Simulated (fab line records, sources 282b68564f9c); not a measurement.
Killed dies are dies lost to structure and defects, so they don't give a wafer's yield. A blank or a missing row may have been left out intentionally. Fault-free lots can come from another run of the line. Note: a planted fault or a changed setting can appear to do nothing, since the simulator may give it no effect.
Chamber matching    flow ritCmos    RIT_SPACER_ETCHBACK_05 on rieDiel-02: 4 sister chambers
The step etches Si3N4 in SF6/CHF3, stops on SiO2, target depth 250 nm, time 240 s. 18 wafers are shown with their chamber, then 9 later ones without.

EACH WAFER AND ITS CHAMBER
wafer   chamber  drypumpMotorCurrentA (A)  throttleValvePct (%)  oesProductAu (a.u.)
L789.1  3        6.0                       10.30                 0.841
L789.3  1        6.5                       10.12                 0.845
L789.6  1        6.5                       10.11                 0.849
L790.2  2        5.5                       10.12                 0.843
L790.4  1        6.5                       10.13                 0.849
L790.6  1        6.5                       10.13                 0.849
L791.1  3        6.0                       10.30                 0.853
L791.3  0        5.8                       10.29                 0.835
L791.6  0        5.8                       10.29                 0.836
L793.1  1        6.5                       10.14                 0.853
L793.4  2        5.5                       10.14                 0.843
L793.6  2        5.6                       10.13                 0.858
L796.1  3        6.0                       10.29                 0.850
L796.5  3        6.0                       10.31                 0.845
L796.6  0        5.8                       10.29                 0.842
L798.1  3        6.0                       10.29                 0.851
L798.2  0        5.8                       10.28                 0.824
L798.4  2        5.5                       10.15                 0.852

SIGNATURES (means of the wafers above)
reading               chamber 0  chamber 1  chamber 2  chamber 3  scatter within a chamber
drypumpMotorCurrentA  5.800      6.500      5.525      6.000      0.0231
throttleValvePct      10.2875    10.1260    10.1350    10.2980    0.00991
oesProductAu          0.83425    0.84900    0.84900    0.84800    0.00572
Rule: for each reading, subtract the chamber's mean from the wafer's reading, divide by that reading's scatter and square the result; add these up over the readings and take the root, which gives the wafer's distance from the chamber. If the next closest chamber is less than 2 further off than the closest, the wafer can't be placed; otherwise it belongs to the closest. The scatter is the square root of a quotient: the sum, over the shown wafers, of each reading's squared deviation from its chamber's mean, divided by wafers minus chambers.

WAFERS MISSING THEIR CHAMBER
wafer   drypumpMotorCurrentA (A)  throttleValvePct (%)  oesProductAu (a.u.)
L799.1  5.8                       10.29                 0.823
L799.4  6.5                       10.12                 0.839
L799.5  6.0                       10.30                 0.847
L802.2  6.5                       10.12                 0.853
L802.4  6.0                       10.28                 0.841
L802.5  5.6                       10.14                 0.844
L804.3  6.5                       10.13                 0.861
L804.5  6.0                       10.29                 0.848
L804.6  5.5                       10.14                 0.843

EACH ONE'S CHAMBER
wafer   from the rows above  in truth
L799.1  0                    0
L799.4  1                    1
L799.5  3                    3
L802.2  1                    1
L802.4  3                    3
L802.5  2                    2
L804.3  1                    1
L804.5  3                    3
L804.6  2                    2
Correctly placed: 9 of 9. Left unplaced by these rows: 0. Placed wrongly: 0.
